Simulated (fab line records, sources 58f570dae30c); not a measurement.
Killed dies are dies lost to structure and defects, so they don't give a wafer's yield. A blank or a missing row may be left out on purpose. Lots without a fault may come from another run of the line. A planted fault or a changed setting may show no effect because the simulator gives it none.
A struck lot beside a sound one | flow berkeley_cmos170 | 16 steps out of a route of 331
Sound: wafers L942.1, L942.4, L942.6. Struck: wafers L954.2, L954.3, L954.4. The cause comes at the end.
At each step with rows: each side's tool, then ch and its chambers, then its first start. Under that, the readings that differ: sound wafers | struck wafers | difference of the means | sigmas: that difference in standard deviations of wafers without a fault.
alike: readings whose means differ by less than 2 such deviations, and words and numbers that are the same on both sides. not compared: withheld readings, readings that some wafer has no value for, bounds like >300 that may hide the same value, and numbers for which the record gives no deviation and whose values overlap.
The two part at a step that has a row with sigmas, a row that says differs or no value, or rows on one side only. Numbers that don't overlap but have no deviation are shown without sigmas and don't part them. A reading that every wafer of one side lacks parts them only if that side has two wafers or more.

UCB170_V2_CMP_02: polishes SiO2.
  sound on cmp-01 ch 0,2,3, day 8 22:37; struck on cmp-01 ch 0,2,3, day 10 16:13
  alike: motor_current_A, retaining_ring_pressure_frac, slurry_flow_ml_min
UCB170_V2_BOW_MEAS_03:
  sound on film_metro-02, day 8 22:55; struck on film_metro-01, day 10 16:29
  alike: V2_BOW
UCB170_V2_THK_MEAS_04:
  sound on film_metro-02, day 8 23:02; struck on film_metro-01, day 10 16:35
  alike: V2_POLISHED_THK
then, 7 steps without rows for these wafers: UCB170_V2_CLEAN_05 (cleans in DIW); UCB170_V2_HMDS_06 (prime time 60 s); UCB170_V2_COAT_07 (resist thk 900 nm); UCB170_V2_SOFTBAKE_08 (time 60 s); UCB170_V2_EXPOSE_09 (exposes mask VIA2, target cd 700 nm); UCB170_V2_PEB_10; UCB170_V2_DEVELOP_11 (develop time 45 s).
UCB170_V2_CD_MEAS_12: target cd 700 nm.
  sound on cd_sem-02, day 9 03:07; struck on cd_sem-01, day 10 17:59
  alike: cd_nm
UCB170_V2_OVL_MEAS_13:
  sound on overlay-02, day 9 03:14; struck on overlay-02, day 10 18:05
  alike: V2_OVL
UCB170_V2_ETCH_14: etches SiO2 in CHF3/CF4/Ar, stops on Al, target depth 1250 nm, time 291 s.
  sound on rie_diel-03 ch 0,3, day 9 03:16; struck on rie_diel-02 ch 0,2,3, day 10 18:07
  reading                             | sound             | struck                  | difference | sigmas
  oes_product_au (a.u.)               | 0.863 0.862 0.859 | 0.784 0.811 0.802       | -0.062     | -5
  over_etch_frac                      | 0.25 0.25 0.25    | 0.48825 0.48825 0.48825 | +0.23825   |
  model.KrF_of_V2_COAT_07.thk_nm (nm) | 607.8 611.6 607.9 | 565.7 562.1 574.1       | -41.8      |
  model.V2.feature_depth_nm (nm)      | 998.4 1001 998.7  | 1006 1007 1006          | +7         |
  alike: drypump_motor_current_A, mfc_ar_sccm, rf_fwd_power_W, throttle_valve_pct
  not compared: rf_hours_counter_h
UCB170_V2_STRIP_15: strips in O2.
  sound on plasma_asher-02 ch 0,1, day 9 03:27; struck on plasma_asher-01 ch 0,1, day 10 18:17
  reading                      | sound             | struck            | difference | sigmas
  strip_time_to_endpoint_s (s) | 15.25 15.34 15.27 | 14.26 14.18 14.47 | -0.98      | -7
  alike: drypump_motor_current_A, o2_flow_sccm, oes_product_au
  not compared: rf_hours_counter_h
UCB170_V2_CD_MEAS_90: target cd 700 nm.
  sound on cd_sem-02, day 9 03:33; struck on cd_sem-02, day 10 18:25
  alike: cd_nm
UCB170_M3_PROBE_99:
  the record has rows for the sound wafers here (prober-02, day 9 09:35) and none for the struck ones

WHERE THEY PART
First at UCB170_V2_ETCH_14; last, within this record, at UCB170_M3_PROBE_99.

WHY: what the simulator had put in
Process parameter drift: rie_diel-02, from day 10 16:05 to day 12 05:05, at UCB170_V2_ETCH_14. Setting over_etch_frac, moved by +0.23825, from 0.25. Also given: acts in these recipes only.
